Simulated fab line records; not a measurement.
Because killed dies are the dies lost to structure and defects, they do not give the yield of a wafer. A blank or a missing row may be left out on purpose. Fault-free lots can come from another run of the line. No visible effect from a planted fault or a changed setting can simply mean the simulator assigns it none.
What tool caused it? / flow rit-cmos / 13 lots, 39 wafers sampled, at 3 steps of a route of 202

## WHAT THE GAUGES READ, wafer by wafer
RIT_CONTACT_OVL_MEAS_09. Usual: CONTACT_OVL typically reads 1.1 nm, with standard deviation 1.3.
lot=L453; measured=day 3 08:55; on=overlay-01; CONTACT_OVL (nm)=2.6 3.2 3.0; flag=
lot=L454; measured=day 3 14:41; on=overlay-02; CONTACT_OVL (nm)=2.4 3.6 -0.9; flag=
lot=L455; measured=day 3 19:14; on=overlay-01; CONTACT_OVL (nm)=2.7 1.3 0.5; flag=
lot=L456; measured=day 3 20:56; on=overlay-01; CONTACT_OVL (nm)=0.2 0.6 -0.3; flag=
lot=L458; measured=day 4 09:11; on=overlay-02; CONTACT_OVL (nm)=0.0 0.6 0.4; flag=
lot=L461; measured=day 5 00:45; on=overlay-02; CONTACT_OVL (nm)=0.4 3.3 3.4; flag=
lot=L467; measured=day 6 06:22; on=overlay-02; CONTACT_OVL (nm)=2.9 3.1 0.9; flag=
lot=L469; measured=day 6 16:54; on=overlay-01; CONTACT_OVL (nm)=-0.7 -1.1 -0.2; flag=
lot=L471; measured=day 7 03:04; on=overlay-02; CONTACT_OVL (nm)=0.1 -0.2 -0.9; flag=
lot=L472; measured=day 7 06:41; on=overlay-02; CONTACT_OVL (nm)=0.3 0.5 -0.5; flag=
lot=L474; measured=day 7 14:50; on=overlay-02; CONTACT_OVL (nm)=1.6 0.6 1.3; flag=
lot=L475; measured=day 7 21:16; on=overlay-02; CONTACT_OVL (nm)=0.3 -0.1 -1.4; flag=
lot=L476; measured=day 8 00:38; on=overlay-01; CONTACT_OVL (nm)=0.7 1.1 -1.1; flag=

## EACH LOT AND THE TOOL THAT RAN IT (in order: tool; ch and the chambers of the sampled wafers; start)
lot=L453; RIT_PLDD_STRIP_09=plasma-asher-01 ch 0,1, day 3 00:25; RIT_SILICIDE_SPUTTER_01=pvd-sputter-02, day 3 07:08
lot=L454; RIT_PLDD_STRIP_09=plasma-asher-01 ch 0,1, day 3 06:11; RIT_SILICIDE_SPUTTER_01=pvd-sputter-01, day 3 12:48
lot=L455; RIT_PLDD_STRIP_09=plasma-asher-01 ch 1, day 3 10:04; RIT_SILICIDE_SPUTTER_01=pvd-sputter-02, day 3 17:23
lot=L456; RIT_PLDD_STRIP_09=plasma-asher-04 ch 0, day 3 12:13; RIT_SILICIDE_SPUTTER_01=pvd-sputter-03, day 3 19:06
lot=L458; RIT_PLDD_STRIP_09=plasma-asher-02 ch 0,1, day 4 00:38; RIT_SILICIDE_SPUTTER_01=pvd-sputter-01, day 4 07:22
lot=L461; RIT_PLDD_STRIP_09=plasma-asher-02 ch 0,1, day 4 15:29; RIT_SILICIDE_SPUTTER_01=pvd-sputter-02, day 4 22:55
lot=L467; RIT_PLDD_STRIP_09=plasma-asher-02 ch 0,1, day 5 21:24; RIT_SILICIDE_SPUTTER_01=pvd-sputter-02, day 6 04:32
lot=L469; RIT_PLDD_STRIP_09=plasma-asher-01 ch 0,1, day 6 07:27; RIT_SILICIDE_SPUTTER_01=pvd-sputter-02, day 6 15:11
lot=L471; RIT_PLDD_STRIP_09=plasma-asher-02 ch 0,1, day 6 17:31; RIT_SILICIDE_SPUTTER_01=pvd-sputter-02, day 7 01:14
lot=L472; RIT_PLDD_STRIP_09=plasma-asher-01 ch 0,1, day 6 21:05; RIT_SILICIDE_SPUTTER_01=pvd-sputter-01, day 7 04:51
lot=L474; RIT_PLDD_STRIP_09=plasma-asher-02 ch 0,1, day 7 06:14; RIT_SILICIDE_SPUTTER_01=pvd-sputter-03, day 7 12:59
lot=L475; RIT_PLDD_STRIP_09=plasma-asher-02 ch 0,1, day 7 12:40; RIT_SILICIDE_SPUTTER_01=pvd-sputter-02, day 7 19:24
lot=L476; RIT_PLDD_STRIP_09=plasma-asher-01 ch 0, day 7 15:53; RIT_SILICIDE_SPUTTER_01=pvd-sputter-01, day 7 22:34
- RIT_PLDD_STRIP_09: strips in O2, time 180 s.
- RIT_SILICIDE_SPUTTER_01: material Ti, target thk 30 nm, time 240 s.

## WHAT THE TOOLS THEMSELVES READ (means of the sampled wafers that have a number; where no wafer has one, the mark that the record gives instead)
RIT_PLDD_STRIP_09. Usual: drypump-motor-current-A 5.8 A, standard deviation 0.52; o2-flow-sccm 4000 sccm, standard deviation 10.
lot=L453; tool=plasma-asher-01; drypump-motor-current-A (A)=5.8; o2-flow-sccm (sccm)=4011; flag=
lot=L454; tool=plasma-asher-01; drypump-motor-current-A (A)=5.9; o2-flow-sccm (sccm)=4004; flag=
lot=L455; tool=plasma-asher-01; drypump-motor-current-A (A)=6.2; o2-flow-sccm (sccm)=3999; flag=
lot=L456; tool=plasma-asher-04; drypump-motor-current-A (A)=6.2; o2-flow-sccm (sccm)=3990; flag=
lot=L458; tool=plasma-asher-02; drypump-motor-current-A (A)=6.0; o2-flow-sccm (sccm)=3996; flag=
lot=L461; tool=plasma-asher-02; drypump-motor-current-A (A)=6.2; o2-flow-sccm (sccm)=3990; flag=
lot=L467; tool=plasma-asher-02; drypump-motor-current-A (A)=6.2; o2-flow-sccm (sccm)=3990; flag=
lot=L469; tool=plasma-asher-01; drypump-motor-current-A (A)=5.9; o2-flow-sccm (sccm)=3996; flag=
lot=L471; tool=plasma-asher-02; drypump-motor-current-A (A)=6.2; o2-flow-sccm (sccm)=4003; flag=
lot=L472; tool=plasma-asher-01; drypump-motor-current-A (A)=5.5; o2-flow-sccm (sccm)=4006; flag=
lot=L474; tool=plasma-asher-02; drypump-motor-current-A (A)=6.2; o2-flow-sccm (sccm)=4007; flag=
lot=L475; tool=plasma-asher-02; drypump-motor-current-A (A)=6.2; o2-flow-sccm (sccm)=4006; flag=
lot=L476; tool=plasma-asher-01; drypump-motor-current-A (A)=5.0; o2-flow-sccm (sccm)=4011; flag=

RIT_SILICIDE_SPUTTER_01. Usual: 29.9 % for throttle-valve-pct, sd 1.
lot=L453; tool=pvd-sputter-02; throttle-valve-pct (%)=30.0; flag=
lot=L454; tool=pvd-sputter-01; throttle-valve-pct (%)=30.5; flag=
lot=L455; tool=pvd-sputter-02; throttle-valve-pct (%)=29.6; flag=
lot=L456; tool=pvd-sputter-03; throttle-valve-pct (%)=29.1; flag=
lot=L458; tool=pvd-sputter-01; throttle-valve-pct (%)=30.2; flag=
lot=L461; tool=pvd-sputter-02; throttle-valve-pct (%)=29.9; flag=
lot=L467; tool=pvd-sputter-02; throttle-valve-pct (%)=28.9; flag=
lot=L469; tool=pvd-sputter-02; throttle-valve-pct (%)=30.4; flag=
lot=L471; tool=pvd-sputter-02; throttle-valve-pct (%)=29.1; flag=
lot=L472; tool=pvd-sputter-01; throttle-valve-pct (%)=30.2; flag=
lot=L474; tool=pvd-sputter-03; throttle-valve-pct (%)=30.2; flag=
lot=L475; tool=pvd-sputter-02; throttle-valve-pct (%)=30.0; flag=
lot=L476; tool=pvd-sputter-01; throttle-valve-pct (%)=30.3; flag=

## THE ANSWER, worked out from the rows above alone
Rule: a lot is off if the mean of its wafers that have a number lies more than 3 standard deviations from the usual mean. A lot without any number at a reading at which 4 lots or more have one is off too. Where the step has rows for the other lots, those lots are counted as sound. Order of review: gauges by route order, followed by the tools' own readings, for which a lot's mean as printed above is used. The first step at which some lot is off is used, and at that step the reading that is off furthest; a lot without a number counts as furthest.
Across all readings shown, no lot is off: no conclusion can be drawn from this.

## WHAT HAD BEEN PUT IN BY THE SIMULATOR
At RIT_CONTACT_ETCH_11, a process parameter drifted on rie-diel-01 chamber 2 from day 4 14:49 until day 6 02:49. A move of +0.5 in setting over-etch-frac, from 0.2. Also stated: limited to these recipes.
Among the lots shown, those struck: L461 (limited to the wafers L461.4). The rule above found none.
